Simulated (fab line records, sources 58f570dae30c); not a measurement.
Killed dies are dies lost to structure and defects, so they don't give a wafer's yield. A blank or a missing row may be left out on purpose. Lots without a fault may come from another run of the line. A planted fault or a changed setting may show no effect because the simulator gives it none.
One fault seen from 2 desks | flow berkeley_cmos170 | each desk has only its own numbers; what lay behind them comes last

THE TOOL OWNER'S DESK: rie_metal-03
The tool's own readings at UCB170_M3_METAL_ETCH_18 (etches Al in Cl2/BCl3, stops on SiO2, target depth 1170 nm, time 195 s): means of the sampled wafers that have a number, for each lot that ran on this tool. A lot is out of limits, marked OUT, if its mean lies more than 4 standard deviations from the usual mean; the brackets give that distance.
Columns: A = chamber_pressure_mTorr at UCB170_M3_METAL_ETCH_18, usual 12.001 mTorr; B = drypump_motor_current_A at UCB170_M3_METAL_ETCH_18, usual 5.4 A; C = oes_product_au at UCB170_M3_METAL_ETCH_18, usual 0.858 a.u.; D = rf_fwd_power_W at UCB170_M3_METAL_ETCH_18, usual 598.3 W; E = throttle_valve_pct at UCB170_M3_METAL_ETCH_18, usual 24.41 %
lot  | first seen here | A      | B   | C     | D     | E
L607 | day 9 19:35     | 12.004 | 5.6 | 0.850 | 598.9 | 24.39
L609 | day 10 21:17    | 11.999 | 5.6 | 0.817 | 598.4 | 24.41
L617 | day 11 22:25    | 11.985 | 5.6 | 0.829 | 600.0 | 24.39
This desk's finding: nothing out of limits on any of the 3 lots.

THE METROLOGY DESK
What the gauges read, lot by lot, whatever tool the lot ran on: means of the sampled wafers that have a number. A lot is out of limits, marked OUT, if its mean lies more than 4 standard deviations from the usual mean; the brackets give that distance.
Columns: A = cd_nm at UCB170_M3_CD_MEAS_15, usual 700.4 nm; B = M3_OVL at UCB170_M3_OVL_MEAS_16, usual 0 nm
lot  | first seen here | A     | B
L606 | day 9 18:47     | 700.2 | -9
L607 | day 9 19:22     | 699.4 | -1
L612 | day 10 20:50    | 701.5 | -2
L615 | day 10 20:57    | 700.3 | -4
L609 | day 10 21:05    | 702.5 | 8
L617 | day 11 22:13    | 698.9 | 1
This desk's finding: nothing out of limits on any of the 6 lots.

PUT TOGETHER
The tool owner's desk saw nothing out of limits.
The metrology desk saw nothing out of limits.

WHAT THE SIMULATOR HAD PUT IN
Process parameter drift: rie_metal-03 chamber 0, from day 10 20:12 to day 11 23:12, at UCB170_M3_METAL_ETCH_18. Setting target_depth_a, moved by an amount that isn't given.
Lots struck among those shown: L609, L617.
